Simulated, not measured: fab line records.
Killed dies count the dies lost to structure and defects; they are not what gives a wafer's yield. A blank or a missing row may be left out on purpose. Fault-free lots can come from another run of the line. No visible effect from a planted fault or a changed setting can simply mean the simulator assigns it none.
What tool caused it? / flow rit-cmos / 42 wafers from 14 lots sampled at 3 of the route's 202 steps

== WHAT THE GAUGES SHOWED, per wafer ==
RIT_PRETRO_OVL_MEAS_06.
lot=L322; measured=day 2 09:55; on=overlay-01; PRETRO_OVL (nm)=-3.1 -1.7 -2.1
lot=L323; measured=day 2 12:27; on=overlay-01; PRETRO_OVL (nm)=2.0 2.2 1.1
lot=L324; measured=day 2 16:37; on=overlay-01; PRETRO_OVL (nm)=-3.3 -2.1 -2.7
lot=L325; measured=day 2 22:16; on=overlay-02; PRETRO_OVL (nm)=2.5 1.3 0.2
lot=L327; measured=day 3 09:19; on=overlay-01; PRETRO_OVL (nm)=1.6 0.8 0.3
lot=L333; measured=day 4 13:56; on=overlay-01; PRETRO_OVL (nm)=1.9 0.9 1.7
lot=L334; measured=day 4 20:05; on=overlay-02; PRETRO_OVL (nm)=0.6 1.0 2.0
lot=L335; measured=day 5 01:02; on=overlay-01; PRETRO_OVL (nm)=2.2 0.4 1.9
lot=L337; measured=day 5 09:35; on=overlay-01; PRETRO_OVL (nm)=-0.7 -2.3 0.0
lot=L340; measured=day 6 03:48; on=overlay-01; PRETRO_OVL (nm)=1.2 -1.5 -0.9
lot=L342; measured=day 6 10:50; on=overlay-01; PRETRO_OVL (nm)=-3.1 -0.3 -0.9
lot=L343; measured=day 6 15:44; on=overlay-01; PRETRO_OVL (nm)=-0.8 -1.3 -1.8
lot=L344; measured=day 6 20:50; on=overlay-01; PRETRO_OVL (nm)=-3.1 -0.9 -1.9
lot=L345; measured=day 7 04:42; on=overlay-01; PRETRO_OVL (nm)=-3.0 -1.3 -2.5

RIT_CONTACT_OVL_MEAS_09.
lot=L322; measured=day 3 06:11; on=overlay-01; CONTACT_OVL (nm)=-0.9 -3.4 -1.2
lot=L323; measured=day 3 08:26; on=overlay-01; CONTACT_OVL (nm)=-0.2 0.9 -0.1
lot=L324; measured=day 3 13:30; on=overlay-01; CONTACT_OVL (nm)=1.7 2.0 1.4
lot=L325; measured=day 3 20:13; on=overlay-01; CONTACT_OVL (nm)=-1.4 -2.1 -1.4
lot=L327; measured=day 4 05:31; on=overlay-01; CONTACT_OVL (nm)=2.2 1.0 1.6
lot=L333; measured=day 5 14:00; on=overlay-01; CONTACT_OVL (nm)=-150.3 -150.5 -151.5
lot=L334; measured=day 5 17:33; on=overlay-01; CONTACT_OVL (nm)=-150.7 -152.4 -154.8
lot=L335; measured=day 5 22:01; on=overlay-02; CONTACT_OVL (nm)=-149.7 -149.2 -150.1
lot=L337; measured=day 6 07:22; on=overlay-01; CONTACT_OVL (nm)=-0.9 0.9 0.4
lot=L340; measured=day 7 00:35; on=overlay-01; CONTACT_OVL (nm)=0.7 0.7 0.9
lot=L342; measured=day 7 08:37; on=overlay-01; CONTACT_OVL (nm)=-0.8 -1.2 -1.2
lot=L343; measured=day 7 12:52; on=overlay-02; CONTACT_OVL (nm)=-1.0 -1.2 -2.2
lot=L344; measured=day 7 20:42; on=overlay-02; CONTACT_OVL (nm)=0.0 0.6 1.3
lot=L345; measured=day 8 05:01; on=overlay-01; CONTACT_OVL (nm)=0.6 -0.4 -1.1

== TOOL THAT RAN EACH LOT (tool first, then ch and the chambers of the sampled wafers, then the start) ==
lot=L322; RIT_CONTACT_EXPOSE_05=iline-stepper-02 ch 0, day 3 05:34
lot=L323; RIT_CONTACT_EXPOSE_05=iline-stepper-01 ch 0, day 3 07:50
lot=L324; RIT_CONTACT_EXPOSE_05=iline-stepper-01 ch 0, day 3 12:52
lot=L325; RIT_CONTACT_EXPOSE_05=iline-stepper-01 ch 0, day 3 19:33
lot=L327; RIT_CONTACT_EXPOSE_05=iline-stepper-01 ch 0, day 4 04:53
lot=L333; RIT_CONTACT_EXPOSE_05=iline-stepper-02 ch 0, day 5 13:22
lot=L334; RIT_CONTACT_EXPOSE_05=iline-stepper-02 ch 0, day 5 16:55
lot=L335; RIT_CONTACT_EXPOSE_05=iline-stepper-02 ch 0, day 5 21:22
lot=L337; RIT_CONTACT_EXPOSE_05=iline-stepper-01 ch 0, day 6 06:44
lot=L340; RIT_CONTACT_EXPOSE_05=iline-stepper-01 ch 0, day 6 23:58
lot=L342; RIT_CONTACT_EXPOSE_05=iline-stepper-01 ch 0, day 7 07:58
lot=L343; RIT_CONTACT_EXPOSE_05=iline-stepper-01 ch 0, day 7 12:15
lot=L344; RIT_CONTACT_EXPOSE_05=iline-stepper-01 ch 0, day 7 20:04
lot=L345; RIT_CONTACT_EXPOSE_05=iline-stepper-01 ch 0, day 8 04:24
- RIT_CONTACT_EXPOSE_05: exposes mask M11, target cd 1000 nm.

== WHAT THE TOOLS THEMSELVES READ (means of the sampled wafers that have a number; where no wafer has one, the mark that the record gives instead) ==
The record holds no such reading with a usual standard deviation.

== THE ANSWER, worked out from the rows above alone ==
Rule: the usual values come from the lots themselves. The widest of any qualifying gaps counts: lots, ordered by their means at a reading, are off when they make up no more than a third of the lots, leave a main group of 4 or more, and stand apart from it by 3 or more times the standard deviation of that group's means. The tables above print the reading to a certain number of digits; a main group whose means all agree to those digits is not used. A lot without any number at a reading at which 4 lots or more have one is off too. Any other lot the step has rows for is counted as sound. After the gauges, taken in route order, come the tools' own readings; for these a lot's mean is taken, as printed above. The first step at which some lot is off is used, and at that step the reading that is off furthest; a lot without a number counts as furthest.
Off: L333, L334, L335, at RIT_CONTACT_OVL_MEAS_09 (CONTACT_OVL). Main group: mean -0.1 nm, sd 1.2.
If a tool, at a process step before that reading, ran all the lots that are off and no sound lot after the first of them, it fits. Those tools and the gauges at RIT_CONTACT_OVL_MEAS_09 are tried in the same way. One candidate fits, namely iline-stepper-02 at RIT_CONTACT_EXPOSE_05. Its last sound lot is L322 (day 3 05:34), its first lot that is off L333 (day 5 13:22): a fault that began between those two fits.

== WHAT HAD BEEN PUT IN BY THE SIMULATOR ==
Scanner matching overlay: iline-stepper-02, from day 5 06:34 on, at RIT_CONTACT_EXPOSE_05. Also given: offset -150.
Struck lots among those shown: L333, L334, L335. The same result came from the rule above.
